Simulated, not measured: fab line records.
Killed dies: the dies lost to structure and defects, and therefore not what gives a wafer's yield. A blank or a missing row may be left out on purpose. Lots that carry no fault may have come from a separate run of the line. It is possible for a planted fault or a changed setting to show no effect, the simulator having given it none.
Comparing a struck lot with a sound one + flow ritCmos + 14 out of 202 route steps
Sound: the wafers L580.3, L580.5, L580.6. Wafers L579.1, L579.3, L579.6 were the ones struck. The cause is given at the end.
Order at every step that has rows: each side's tool, ch and its chambers, its first start. Under that, the readings that differ: sound wafers + struck wafers + difference of the means + sigmas: that difference in standard deviations of wafers without a fault.
alike: a reading whose means differ by less than 2 such deviations, as well as words and numbers matching on both sides. not compared: withheld readings; readings where some wafer has no value; bounds like >300 that might hide an equal value; numbers whose values overlap and for which the record gives no deviation.
Wherever a step has rows on one side only, a row that says differs or no value, or a row with sigmas, the two part there. Numbers that don't overlap but have no deviation are shown without sigmas and don't part them. Lack of a reading on every wafer of one side parts them only where that side has two or more wafers.

RIT_GATE_STRIP_20: strips in O2, time 180 s.
  sound on plasmaAsher-04 ch 0,1, day 5 23:44; struck on plasmaAsher-01 ch 0,1, day 5 16:56
  alike: drypumpMotorCurrentA, rfReflPowerW
  not compared: rfHoursCounterH
RIT_GATE_CD_MEAS_90: target cd 150 nm.
  sound on cdSem-01 at day 5 23:53; struck on cdSem-01 at day 5 17:06
  alike: cdNm
then, 4 steps without rows for these wafers: RIT_REOX_CLEAN_00 (cleans in SC1, time 600 s); RIT_REOX_CLEAN_01 (cleans in dHF, time 30 s); RIT_REOX_CLEAN_02 (cleans in SC2, time 600 s); RIT_REOX_OXIDATION_03 (target thk 25.2 nm, ox time 5580 s).
RIT_REOX_THK_MEAS_04:
  sound on filmMetro-03 at day 6 03:04; struck on filmMetro-04 at day 5 20:10
  alike: REOX_OXIDE_THK
then, 5 steps without rows for these wafers: RIT_NLDD_HMDS_00 (prime time 60 s); RIT_NLDD_COAT_01 (resist thk 1000 nm); RIT_NLDD_SOFTBAKE_02 (time 60 s); RIT_NLDD_EXPOSE_03 (exposes mask M7, target cd 40700 nm); RIT_NLDD_PEB_04.
RIT_NLDD_DEVELOP_05: develop time 50 s.
  sound on lithoTrack-04 ch 0, day 6 04:00; struck on lithoTrack-02, day 5 21:00
  no value came back on the struck wafers for chillPlateTempC (C), developTimeS (s); on the sound wafers chillPlateTempC (C) reads 22.92 22.94 22.92
RIT_NLDD_OVL_MEAS_06:
  sound on overlay-01 at day 6 04:09; struck on overlay-01 at day 5 21:11
| reading       | sound          | struck | difference                    | sigmas |
|---------------|----------------|--------|-------------------------------|--------|
| NLDD_OVL (nm) | -1.4 -2.1 -0.7 | - - -  | no value on the struck wafers |        |

WHERE THEY PART
Last at RIT_NLDD_OVL_MEAS_06 as far as this record goes, first at RIT_NLDD_DEVELOP_05.

WHY: what the simulator had put in
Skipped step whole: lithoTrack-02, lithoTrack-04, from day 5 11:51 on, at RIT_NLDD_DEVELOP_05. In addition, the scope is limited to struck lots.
